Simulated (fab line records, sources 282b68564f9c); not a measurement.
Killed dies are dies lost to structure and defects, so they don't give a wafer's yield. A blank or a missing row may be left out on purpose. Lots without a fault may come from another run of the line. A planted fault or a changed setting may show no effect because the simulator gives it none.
fab line records | flow rit_cmos
record lots=6 wafers=18 last_day=6
route steps=202 shown PSD@150 SDANNEAL@153 NSD@158 PLDD@159 NLDD@160 SILICIDE@161 M1@202
lots that met no fault: from a run of the same line without faults
start_h: hours from the record's first day to the start of the lot's first wafer shown | wait_h: hours since the lot's step before | " the same as in the row above | L1.1+2: a row that stands for several wafers | - no value, or no start given | * or withheld: withheld | < > ~ a bound
route shown NAME@n: a module of which the file shows steps, and the number in the route of the first | usual: mean/standard deviation of fault-free wafers | same: alike in all rows | chamber/n: place in a boat | sites: the reading at each site | _std_site: their standard deviation | _edge_site: outer sites' mean less inner sites' | radius_mm: how far each site lies from the wafer's centre | mask NAME#n: copy n | behind: the tool/chamber that last shaped the wafer | hold: why the lot was held/for how many hours/how that ended | device: the transistor (n, p or np) that didn't switch | end of line: the same wafers' tests at the end of the route | a step without rows: its recipe alone | killed: dies lost to structure and defects at the first sort, not the wafer's yield | map: a wafer's dies, x killed, . not, _ none there
set.NAME: the setting as run; set.NAME@STEP: as run at that earlier step | model.NAME: the simulator's own value behind a step, which no gauge read
lots at some steps of the route; a table a step, a row a wafer
services: from which hour (start_h, from the record's first day; less than 0 if before it) a tool's chamber was out of use, for how many hours, and why
## steps
# step RIT_PSD_IMPLANT_08
# recipe species=BF2 energy_kev=27 dose_cm2=5e+15 tilt_deg=7
# step RIT_PSD_STRIP_09
# recipe chemistry=O2 time_s=180 resist=NOVOLAK platen_temp_c=withheld power_w=500 pressure_mtorr=4000 o2_flow_sccm=4000
# usual drypump_motor_current_A=5.8/0.57
# columns lot.wafer tool chamber start_h wait_h drypump_motor_current_A rf_hours_counter_h
L674.3 plasma_asher-01 0 59.09 0.1 5.2 -
L674.4 " 1 " " 6.5 -
L674.5 " 0 " " 5.2 -
L680.2 plasma_asher-02 1 86.83 0.1 5.7 43
L680.5 " 0 " " 5.7 -
L680.6 " 1 " " 5.7 -
L686.1 plasma_asher-01 0 118.48 0.1 5.2 51
L686.4 " 0 " " 5.2 -
L686.6 " 1 " " 6.5 -
L687.4 plasma_asher-01 1 120.25 0.1 6.5 -
L687.5 " 1 " " 6.5 -
L687.6 " 0 " " 5.2 -
L690.1 plasma_asher-02 0 140.16 0.1 5.7 3
L690.3 " 0 " " 5.7 -
L690.5 " 1 " " 5.8 -
L692.1 plasma_asher-02 1 144.77 0.1 5.7 3
L692.2 " 0 " " 5.7 3
L692.3 " 0 " " 5.7 -
# step RIT_PSD_TW_MEAS_10
# usual PSD_TW=3484/19
# columns lot.wafer tool chamber start_h wait_h PSD_TW
L674.3 film_metro-02 - 59.23 0.1 3470
L674.4 " - " " 3452
L674.5 " - " " 3464
L680.2 film_metro-04 - 87.02 0.1 3510
L680.5 " - " " 3491
L680.6 " - " " 3519
L686.1 film_metro-03 - 118.66 0.1 3460
L686.4 " - " " 3468
L686.6 " - " " 3475
L687.4 film_metro-02 - 120.39 0.1 3509
L687.5 " - " " 3506
L687.6 " - " " 3494
L690.1 film_metro-03 - 140.33 0.1 3469
L690.3 " - " " 3472
L690.5 " - " " 3459
L692.1 film_metro-04 - 144.94 0.1 3479
L692.2 " - " " 3489
L692.3 " - " " 3497
# step RIT_SDANNEAL_CLEAN_00
# recipe chemistry=SC1 mix=3:3:50 time_s=600 temp_c=75
# step RIT_SDANNEAL_CLEAN_01
# recipe chemistry=dHF dilution=50:1 time_s=30
# step RIT_SDANNEAL_CLEAN_02
# recipe chemistry=SC2 mix=3:3:50 time_s=600 temp_c=75 dry=n2_spin
# step RIT_SDANNEAL_RTA_03
# recipe temp_c=1050 time_s=5 idle_temp_c=600 ramp_up_c_per_s=342 ramp_down_c_per_s=171 cool_to_c=600 ambient=N2
# usual ramp_down_c_per_s=171.00/0.033 ramp_up_c_per_s=342.00/0.061 wafer_temp_C_max=1053.5/1.1
# columns lot.wafer tool chamber start_h wait_h ramp_down_c_per_s ramp_up_c_per_s wafer_temp_C_max
L674.3 rtp_anneal-01 0 59.65 0.0 171.04 342.06 1054.0
L674.4 " 0 " " 170.99 342.07 1052.1
L674.5 " 0 " " 171.04 341.99 1054.0
L680.2 rtp_anneal-01 0 87.46 0.0 170.94 342.07 1053.2
L680.5 " 0 " " 171.02 342.05 1053.2
L680.6 " 0 " " 171.06 342.09 1056.9
L686.1 rtp_anneal-01 0 119.10 0.0 170.94 341.91 1053.6
L686.4 " 0 " " 171.01 341.98 1055.1
L686.6 " 0 " " 171.00 342.02 1055.4
L687.4 rtp_anneal-02 0 120.82 0.0 170.99 342.03 1054.7
L687.5 " 0 " " 170.97 342.02 1052.6
L687.6 " 0 " " 171.03 341.96 1053.2
L690.1 rtp_anneal-01 0 140.78 0.0 171.01 342.07 1053.2
L690.3 " 0 " " 171.04 341.97 1052.6
L690.5 " 0 " " 170.96 341.95 1052.9
L692.1 rtp_anneal-01 0 145.39 0.0 171.02 342.14 1054.4
L692.2 " 0 " " 170.99 342.04 1051.4
L692.3 " 0 " " 171.03 342.15 1052.4
# step RIT_SDANNEAL_RS_MEAS_04
# recipe thk_meas_gauge=four-point-probe
# usual PSD_RS=116.1/0.33
# columns lot.wafer tool chamber start_h wait_h PSD_RS[ohm/sq]
L674.3 film_metro-04 - 59.73 0.1 116.2
L674.4 " - " " 116.4
L674.5 " - " " 116.5
L680.2 film_metro-04 - 87.53 0.1 116.4
L680.5 " - " " 116.6
L680.6 " - " " 116.3
L686.1 film_metro-03 - 119.16 0.0 115.8
L686.4 " - " " 115.7
L686.6 " - " " 115.8
L687.4 film_metro-03 - 120.91 0.1 115.9
L687.5 " - " " 116.1
L687.6 " - " " 115.9
L690.1 film_metro-02 - 140.84 0.0 115.6
L690.3 " - " " 116.2
L690.5 " - " " 115.8
L692.1 film_metro-03 - 145.45 0.0 116.6
L692.2 " - " " 116.4
L692.3 " - " " 116.6
# step RIT_SDANNEAL_RS_MEAS_05
# recipe thk_meas_gauge=four-point-probe
# usual NSD_RS=84.71/0.27
# columns lot.wafer tool chamber start_h wait_h NSD_RS[ohm/sq]
L674.3 film_metro-04 - 59.85 0.1 84.95
L674.4 " - " " 84.95
L674.5 " - " " 84.75
L680.2 film_metro-04 - 87.65 0.1 84.73
L680.5 " - " " 84.78
L680.6 " - " " 84.73
L686.1 film_metro-03 - 119.28 0.1 84.82
L686.4 " - " " 84.92
L686.6 " - " " 84.67
L687.4 film_metro-03 - 121.03 0.1 84.34
L687.5 " - " " 84.54
L687.6 " - " " 84.50
L690.1 film_metro-02 - 140.96 0.1 84.56
L690.3 " - " " 84.89
L690.5 " - " " 84.84
L692.1 film_metro-03 - 145.57 0.1 84.37
L692.2 " - " " 84.11
L692.3 " - " " 84.21
# step RIT_SDANNEAL_RS_MEAS_06
# recipe thk_meas_gauge=four-point-probe
# usual PLDD_RS=178.8/0.45
# columns lot.wafer tool chamber start_h wait_h PLDD_RS[ohm/sq]
L674.3 film_metro-04 - 59.97 0.1 178.8
L674.4 " - " " 179.2
L674.5 " - " " 178.9
L680.2 film_metro-04 - 87.77 0.1 178.8
L680.5 " - " " 179.7
L680.6 " - " " 179.7
L686.1 film_metro-03 - 119.40 0.1 178.7
L686.4 " - " " 179.1
L686.6 " - " " 178.6
L687.4 film_metro-03 - 121.15 0.1 178.7
L687.5 " - " " 178.2
L687.6 " - " " 178.8
L690.1 film_metro-02 - 141.08 0.1 177.6
L690.3 " - " " 178.6
L690.5 " - " " 178.4
L692.1 film_metro-03 - 145.69 0.1 178.8
L692.2 " - " " 179.3
L692.3 " - " " 179.2
# step RIT_SDANNEAL_RS_MEAS_07
# recipe thk_meas_gauge=four-point-probe
# usual NLDD_RS=151.8/0.55
# columns lot.wafer tool chamber start_h wait_h NLDD_RS[ohm/sq]
L674.3 film_metro-04 - 60.09 0.1 152.5
L674.4 " - " " 152.0
L674.5 " - " " 151.6
L680.2 film_metro-04 - 87.89 0.1 151.4
L680.5 " - " " 151.8
L680.6 " - " " 152.2
L686.1 film_metro-03 - 119.52 0.1 152.6
L686.4 " - " " 151.6
L686.6 " - " " 151.6
L687.4 film_metro-03 - 121.27 0.1 152.1
L687.5 " - " " 151.4
L687.6 " - " " 151.6
L690.1 film_metro-02 - 141.20 0.1 150.7
L690.3 " - " " 151.0
L690.5 " - " " 151.3
L692.1 film_metro-03 - 145.81 0.1 152.0
L692.2 " - " " 152.0
L692.3 " - " " 151.5
# step RIT_SILICIDE_WET_ETCH_00
# recipe chemistry=BOE target=SiO2 target_depth_nm=14 time_s=15 dry=n2_spin dilution=10:1 temp_c=21.5
# step RIT_SILICIDE_SPUTTER_01
# recipe material=Ti target_thk_nm=30 power_w=350 chamber_pressure_pa=0.667 gas=Ar time_s=240 substrate_temp_c=25
# usual throttle_valve_pct=30.4/0.7
# columns lot.wafer tool chamber start_h wait_h throttle_valve_pct model.Ti_of_SILICIDE_SPUTTER_01.thk_nm
L674.3 pvd_sputter-01 - 60.19 0.0 30.6 29.68
L674.4 " - " " 29.3 29.92
L674.5 " - " " 29.7 30.4
L680.2 pvd_sputter-01 - 88.01 0.0 30.5 22.71
L680.5 " - " " 30.5 23.08
L680.6 " - " " 30.9 22.95
L686.1 pvd_sputter-01 - 119.66 0.0 29.7 23.6
L686.4 " - " " 30.6 23.25
L686.6 " - " " 29.8 23.69
L687.4 pvd_sputter-03 - 121.34 0.0 31.1 29.24
L687.5 " - " " 30.9 29.28
L687.6 " - " " 29.3 29.53
L690.1 pvd_sputter-03 - 141.33 0.0 30.0 29.92
L690.3 " - " " 29.5 29.67
L690.5 " - " " 29.4 29.92
L692.1 pvd_sputter-03 - 145.96 0.0 29.8 30.39
L692.2 " - " " 30.9 30.02
L692.3 " - " " 29.7 30.05
# step RIT_SILICIDE_RS_MEAS_02
# recipe thk_meas_gauge=four-point-probe reads=Ti_of_SILICIDE_SPUTTER_01
# usual SILICIDE_TI_RS=48.2/0.69
# columns lot.wafer tool chamber start_h wait_h SILICIDE_TI_RS[ohm/sq]
L674.3 film_metro-01 - 60.38 0.1 48.5
L674.4 " - " " 48.0
L674.5 " - " " 47.3
L680.2 film_metro-02 - 88.18 0.1 68.1
L680.5 " - " " 66.7
L680.6 " - " " 67.3
L686.1 film_metro-01 - 119.81 0.1 65.0
L686.4 " - " " 66.0
L686.6 " - " " 64.6
L687.4 film_metro-04 - 121.55 0.1 49.5
L687.5 " - " " 49.5
L687.6 " - " " 48.9
L690.1 film_metro-02 - 141.48 0.1 48.0
L690.3 " - " " 48.6
L690.5 " - " " 48.0
L692.1 film_metro-01 - 146.11 0.1 47.0
L692.2 " - " " 47.8
L692.3 " - " " 47.8
# step RIT_SILICIDE_THK_MEAS_03
# recipe thk_meas_gauge=xrf reads=Ti_of_SILICIDE_SPUTTER_01
# usual SILICIDE_TI_THK=29.5/0.39
# columns lot.wafer tool chamber start_h wait_h SILICIDE_TI_THK[nm]
L674.3 film_metro-01 - 60.48 0.1 29.3
L674.4 " - " " 29.5
L674.5 " - " " 29.9
L680.2 film_metro-02 - 88.29 0.1 22.4
L680.5 " - " " 22.7
L680.6 " - " " 22.7
L686.1 film_metro-01 - 119.93 0.1 23.2
L686.4 " - " " 22.8
L686.6 " - " " 23.2
L687.4 film_metro-04 - 121.64 0.1 29.1
L687.5 " - " " 29.2
L687.6 " - " " 29.5
L690.1 film_metro-02 - 141.60 0.1 29.4
L690.3 " - " " 29.2
L690.5 " - " " 29.6
L692.1 film_metro-01 - 146.23 0.1 30.1
L692.2 " - " " 29.8
L692.3 " - " " 29.7
# step RIT_SILICIDE_RTA_04
# recipe temp_c=650 time_s=10 idle_temp_c=25 ramp_up_s=5 ramp_down_s=5 cool_to_c=25 ambient=N2
# usual wafer_temp_C_max=653.2/0.67
# columns lot.wafer tool chamber start_h wait_h wafer_temp_C_max
L674.3 rtp_anneal-02 0 60.54 0.1 653.4
L674.4 " 0 " " 653.8
L674.5 " 0 " " 653.0
L680.2 rtp_anneal-02 0 88.35 0.1 653.0
L680.5 " 0 " " 654.4
L680.6 " 0 " " 653.8
L686.1 rtp_anneal-02 0 119.99 0.1 654.0
L686.4 " 0 " " 654.0
L686.6 " 0 " " 653.7
L687.4 rtp_anneal-01 0 121.71 0.1 652.2
L687.5 " 0 " " 653.4
L687.6 " 0 " " 652.9
L690.1 rtp_anneal-02 0 141.66 0.1 653.8
L690.3 " 0 " " 653.9
L690.5 " 0 " " 653.4
L692.1 rtp_anneal-02 0 146.29 0.1 653.8
L692.2 " 0 " " 654.5
L692.3 " 0 " " 653.4
# step RIT_M1_PROBE_99
# usual killed_at_front_end=7/3.3 killed_dies=7/3.3 killed_open=3.3/1.9 killed_short=3.6/2.1
# same gross_dies=264 killed_at_M0_to_M3=0 killed_at_M4_up=0 killed_at_back_side=0 killed_at_contacts=0 killed_at_other=0
# columns lot.wafer tool chamber start_h wait_h killed_at_front_end killed_dies killed_open killed_short model.etest.npoly_line.line_ohm_um model.etest.ppoly_line.line_ohm_um model.etest.contact_nplus.end_ohm_um model.etest.contact_pplus.end_ohm_um model.etest.ppoly_line.width_nm model.etest.npoly_line.width_nm model.etest.npoly_line.rs_ohm_sq model.etest.ppoly_line.rs_ohm_sq
L674.3 prober-02 - 67.34 0.2 8 8 6 2 162.1 155.6 40.56 44.08 106 105 17.09 16.71
L674.4 prober-02 - 67.39 0.2 10 10 4 6 167.1 158.9 40.68 44.86 103.3 102.4 17.01 16.67
L674.5 prober-02 - 67.44 0.2 12 12 5 6 165.2 159.2 41.63 44.81 103.3 102.6 16.88 16.29
L680.2 prober-02 - 95.00 0.1 11 11 5 6 191.6 181.9 32.98 35.92 112 111.3 21.25 20.34
L680.5 prober-02 - 95.15 0.2 7 7 2 5 183.4 177.8 33.91 37.46 113.2 112.9 20.83 20.04
L680.6 prober-02 - 95.20 0.2 5 5 3 2 192.2 181.2 33.49 36.98 111.4 109.9 21.06 20.1
L686.1 prober-02 - 126.52 0.1 10 10 6 4 187.3 179.8 34.9 39.67 109.8 109.2 20.66 19.7
L686.4 prober-02 - 126.67 0.2 9 9 3 6 189.3 180.2 36 37.47 110.4 110.4 20.86 19.91
L686.6 prober-02 - 126.77 0.2 8 8 4 4 192.1 185.2 35.46 38.84 107.6 107.2 20.45 19.8
L687.4 prober-01 - 128.55 0.2 7 7 5 2 170.8 161.6 41.22 43.59 102.7 102.2 17.35 16.86
L687.5 prober-01 - 128.60 0.2 9 9 3 6 165.2 157.8 42.21 44.51 105.3 104.6 17.35 16.59
L687.6 prober-01 - 128.65 0.2 8 8 4 4 171.2 163.3 42.17 44.06 102.5 101.9 17.15 16.7
L690.1 prober-02 - 148.17 0.1 2 2 2 0 171.3 165.2 41.82 44.65 99.91 99.18 16.99 16.53
L690.3 prober-02 - 148.27 0.2 3 3 0 3 168.7 160.4 40.91 44.13 101.6 101 17.03 16.58
L690.5 prober-02 - 148.37 0.2 4 4 2 2 172.9 165.3 40.68 44.88 99.61 98.75 17.11 16.28
L692.1 prober-02 - 152.75 0.1 8 8 3 5 166.7 158.3 40.07 46.45 102.7 102.5 16.94 16.37
L692.2 prober-02 - 152.80 0.1 4 4 1 3 169.3 160.6 39.87 45.04 102.3 100.8 16.91 16.47
L692.3 prober-02 - 152.85 0.2 7 7 4 3 168 158.3 40.01 44.56 104.1 103 17.06 16.48
# killed by level:class
L674.3 FOX1:geometric_particle:open=3 REOX:geometric_particle:open=2 FOX1:geometric_particle:short=1 GATE:geometric_particle:open=1 SILICIDE:geometric_particle:short=1
L674.4 GATE:geometric_particle:open=4 SILICIDE:geometric_particle:short=2 ACTIVE:geometric_particle:short=1 FOX1:geometric_particle:short=1 FOX2:geometric_particle:short=1 GATE:geometric_particle:short=1
L674.5 GATE:geometric_particle:open=3 GATE:geometric_particle:short=2 REOX:geometric_particle:short=2 SPACER:geometric_particle:short=2 REOX:geometric_particle:open=1 SILICIDE:geometric_particle:open=1 PSD:coat_microbubble_printed=1
L680.2 GATE:geometric_particle:short=4 GATE:geometric_particle:open=3 FOX2:geometric_particle:open=1 SPACER:geometric_particle:short=1 SILICIDE:geometric_particle:short=1 SILICIDE:geometric_particle:open=1
L680.5 GATE:geometric_particle:short=3 GATE:geometric_particle:open=2 FOX2:geometric_particle:short=1 SILICIDE:geometric_particle:short=1
L680.6 GATE:geometric_particle:short=2 FOX1:geometric_particle:open=1 FOX2:geometric_particle:open=1 SILICIDE:geometric_particle:open=1
L686.1 GATE:geometric_particle:open=3 GATE:geometric_particle:short=3 FOX1:geometric_particle:open=2 FOX1:geometric_particle:short=1 SILICIDE:geometric_particle:open=1
L686.4 FOX1:geometric_particle:short=3 FOX1:geometric_particle:open=2 FOX2:geometric_particle:short=1 GATE:geometric_particle:short=1 SPACER:geometric_particle:short=1 SILICIDE:geometric_particle:open=1
L686.6 GATE:geometric_particle:open=3 REOX:geometric_particle:short=3 REOX:geometric_particle:open=1 SILICIDE:geometric_particle:short=1
L687.4 FOX1:geometric_particle:open=3 FOX2:geometric_particle:short=1 GATE:geometric_particle:open=1 REOX:geometric_particle:open=1 SPACER:geometric_particle:short=1
L687.5 FOX1:geometric_particle:short=2 GATE:geometric_particle:short=2 GATE:geometric_particle:open=2 FOX1:geometric_particle:open=1 REOX:geometric_particle:short=1 SPACER:geometric_particle:short=1
L687.6 FOX1:geometric_particle:open=2 FOX1:geometric_particle:short=1 FOX2:geometric_particle:short=1 GATE:geometric_particle:short=1 GATE:geometric_particle:open=1 SPACER:geometric_particle:open=1 SPACER:geometric_particle:short=1
L690.1 FOX1:geometric_particle:open=1 GATE:geometric_particle:open=1
L690.3 FOX1:geometric_particle:short=1 GATE:geometric_particle:short=1 SPACER:geometric_particle:short=1
L690.5 FOX1:geometric_particle:short=2 FOX1:geometric_particle:open=1 SILICIDE:geometric_particle:open=1
L692.1 GATE:geometric_particle:short=4 GATE:geometric_particle:open=2 REOX:geometric_particle:short=1 SPACER:geometric_particle:open=1
L692.2 GATE:geometric_particle:short=3 GATE:geometric_particle:open=1
L692.3 GATE:geometric_particle:open=2 REOX:geometric_particle:short=2 GATE:geometric_particle:short=1 REOX:geometric_particle:open=1 SPACER:geometric_particle:open=1
## services
# columns tool chamber start_h hours kind
rtp_anneal-01 - 68.49 3.4 pm
pvd_sputter-03 - 102.80 12.0 repair
plasma_asher-02 - 108.75 9.0 pm
plasma_asher-02 0 108.75 9.0 vent_cycle
plasma_asher-02 1 108.75 9.0 vent_cycle
plasma_asher-02 0 117.75 - clean
plasma_asher-02 1 117.75 - clean
plasma_asher-01 - 129.07 1.5 repair
pvd_sputter-01 - 138.47 10.1 repair
## key
first_sign step=RIT_SILICIDE_RS_MEAS_02 reading=SILICIDE_TI_RS direction=up sigmas=26 usual=48.2 struck=66.3
effect step=RIT_SILICIDE_THK_MEAS_03 reading=SILICIDE_TI_THK direction=down sigmas=17 usual=29.5 struck=22.8
model_effect step=RIT_SILICIDE_SPUTTER_01 value=Ti_of_SILICIDE_SPUTTER_01.thk_nm without=29.6 struck=23.21
model_effect step=RIT_M1_PROBE_99 value=etest.npoly_line.line_ohm_um without=163.3 struck=189.3
met_at RIT_SILICIDE_SPUTTER_01
struck_wafers L680.2,L680.5,L680.6,L686.1,L686.4,L686.6
tester_left_out L680,L686
loop_trim step=RIT_M1_EXPOSE_06 setting=dose lots=L680
onset_between 60.19 88.01
fault kind=process_parameter_drift tool=pvd_sputter-01 chamber=- onset_h=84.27 steps=RIT_SILICIDE_SPUTTER_01 channel=target_thk_nm offset=-6.3875 shape=step end_h=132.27 acts_in=these_recipes_only stated=30
# tester_left_out: of these lots the tester's yield and bins aren't shown, on N5 and GAA mostly nor the transistor test; their killed dies are dies lost to structure and defects alone, not to doping, threshold or leakage, so they don't give the yield
# loop_trim: a control loop set the setting to another value than it would have without faults
